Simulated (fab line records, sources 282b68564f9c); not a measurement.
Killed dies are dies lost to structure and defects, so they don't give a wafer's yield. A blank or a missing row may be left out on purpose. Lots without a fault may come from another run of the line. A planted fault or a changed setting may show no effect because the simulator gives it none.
One fault seen from 2 desks | flow rit_cmos | each desk has only its own numbers; what lay behind them comes last

THE TOOL OWNER'S DESK: litho_track-04
The tool's own readings at RIT_NRETRO_SOFTBAKE_02 (time 60 s): means of the sampled wafers that have a number, for each lot that ran on this tool. A lot is out of limits, marked OUT, if its mean lies more than 4 standard deviations from the usual mean; the brackets give that distance.
Columns: A = heater_power_total_W at RIT_NRETRO_SOFTBAKE_02, usual 34.56 W; B = plate_temp_C at RIT_NRETRO_SOFTBAKE_02, usual 90.01 C; C = run_length_s at RIT_NRETRO_SOFTBAKE_02, usual 89.34 s
lot  | first seen here | A               | B     | C
L683 | day 2 11:18     | 34.54           | 90.24 | 89.59
L684 | day 2 20:13     | 34.58           | 89.96 | 89.41
L691 | day 4 01:38     | 34.53           | 89.98 | 89.46
L696 | day 5 03:23     | 35.06 (+10) OUT | -     | 86.46 (-13) OUT
L697 | day 5 08:02     | 35.08 (+11) OUT | -     | 86.31 (-13) OUT
This desk's finding: out of limits on L696, L697; first on L696, day 5 03:23 (heater_power_total_W at RIT_NRETRO_SOFTBAKE_02). In limits: L683, L684, L691.

THE METROLOGY DESK
What the gauges read, lot by lot, whatever tool the lot ran on: means of the sampled wafers that have a number. A lot is out of limits, marked OUT, if its mean lies more than 4 standard deviations from the usual mean; the brackets give that distance.
Columns: A = PLDD_RS at RIT_SDANNEAL_RS_MEAS_06, usual 178.4 ohm/sq
lot  | first seen here | A
L682 | day 3 07:26     | 178.2
L683 | day 3 09:17     | 178.2
L684 | day 3 17:40     | 178.9
L685 | day 3 19:20     | 178.9
L686 | day 4 01:57     | 178.9
L687 | day 4 04:00     | 178.5
L688 | day 4 08:31     | 178.1
L691 | day 4 22:55     | 178.3
L696 | day 6 00:11     | 178.2
L697 | day 6 05:47     | 178.1
L699 | day 6 14:44     | 178.0
L701 | day 7 01:22     | 178.7
L702 | day 7 06:32     | 178.8
L704 | day 7 16:39     | 178.4
This desk's finding: nothing out of limits on any of the 14 lots.

PUT TOGETHER
The tool owner's desk could have raised an alarm at day 5 03:23, on L696, L697.
The metrology desk saw nothing out of limits.
The metrology desk has L696, L697 on record, within its limits.
Of the lots named, all ran RIT_NRETRO_SOFTBAKE_02 on litho_track-04.

WHAT THE SIMULATOR HAD PUT IN
Process parameter drift: litho_track-04, from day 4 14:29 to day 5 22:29, at RIT_NRETRO_SOFTBAKE_02. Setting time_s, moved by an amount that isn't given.
Lots struck among those shown: L696, L697.
Hours from the fault's start to each desk's first reading out of limits: the tool owner's desk, 13.
